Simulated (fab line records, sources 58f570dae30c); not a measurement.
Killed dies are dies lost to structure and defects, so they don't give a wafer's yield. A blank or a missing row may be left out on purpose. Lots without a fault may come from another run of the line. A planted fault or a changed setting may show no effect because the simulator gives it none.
Which tool did it? | flow berkeley_cmos170 | 7 lots, 21 wafers sampled, at 2 steps of a route of 331

WHAT THE GAUGES READ, wafer by wafer
UCB170_GATE_CD_MEAS_90: target cd 350 nm.
lot  | measured     | on        | cd_nm (nm)
L849 | day 8 06:11  | cd_sem-01 | - - -
L855 | day 9 06:20  | cd_sem-02 | 348.4 352.8 350.1
L854 | day 9 07:04  | cd_sem-01 | 348.4 349.7 348.1
L851 | day 9 18:52  | cd_sem-01 | - - -
L857 | day 9 19:04  | cd_sem-01 | 350.8 350.2 349.6
L859 | day 10 00:01 | cd_sem-02 | 348.6 347.7 347.9
L860 | day 10 16:43 | cd_sem-01 | 347.0 349.2 349.6

WHICH TOOL RAN EACH LOT (tool, then ch and the chambers of the sampled wafers, then the start)
lot  | UCB170_GATE_ETCH_15
L849 | rie_si-01 ch 0,3, day 8 06:01
L855 | rie_si-01 ch 0,2,3, day 9 06:11
L854 | rie_si-01 ch 2,3, day 9 06:50
L851 | rie_si-01 ch 0,3, day 9 18:41
L857 | rie_si-01 ch 0,1,2, day 9 18:56
L859 | rie_si-01 ch 0,1, day 9 23:52
L860 | rie_si-01 ch 1,2,3, day 10 16:31
- UCB170_GATE_ETCH_15: etches poly-Si in HBr/Cl2, stops on SiO2, time 56.3 s, target depth 278.2 nm.

THE ANSWER, worked out from the rows above alone
Rule: what is usual is taken from the lots themselves. Put in order of their means at a reading, lots are off if they are a third of the lots or fewer, leave a main group of 4 or more, and stand apart from it by a gap of 3 or more times the standard deviation of the main group's means; of several such gaps the widest counts. A main group whose means are all the same, to the digits that the tables above print for the reading, isn't used. A lot without any number at a reading at which 4 lots or more have one is off too. The other lots that the step has rows for count as sound.
Off: L849, L851, at UCB170_GATE_CD_MEAS_90 (cd_nm). Without a number there: L849, L851. The main group: mean 349.2 nm, standard deviation 0.94.
A tool fits if, at a process step before that reading, it ran every lot that is off, and no sound lot after the first of them. The gauges at UCB170_GATE_CD_MEAS_90 are tried like those tools. None of those tried fits.

WHAT THE SIMULATOR HAD PUT IN
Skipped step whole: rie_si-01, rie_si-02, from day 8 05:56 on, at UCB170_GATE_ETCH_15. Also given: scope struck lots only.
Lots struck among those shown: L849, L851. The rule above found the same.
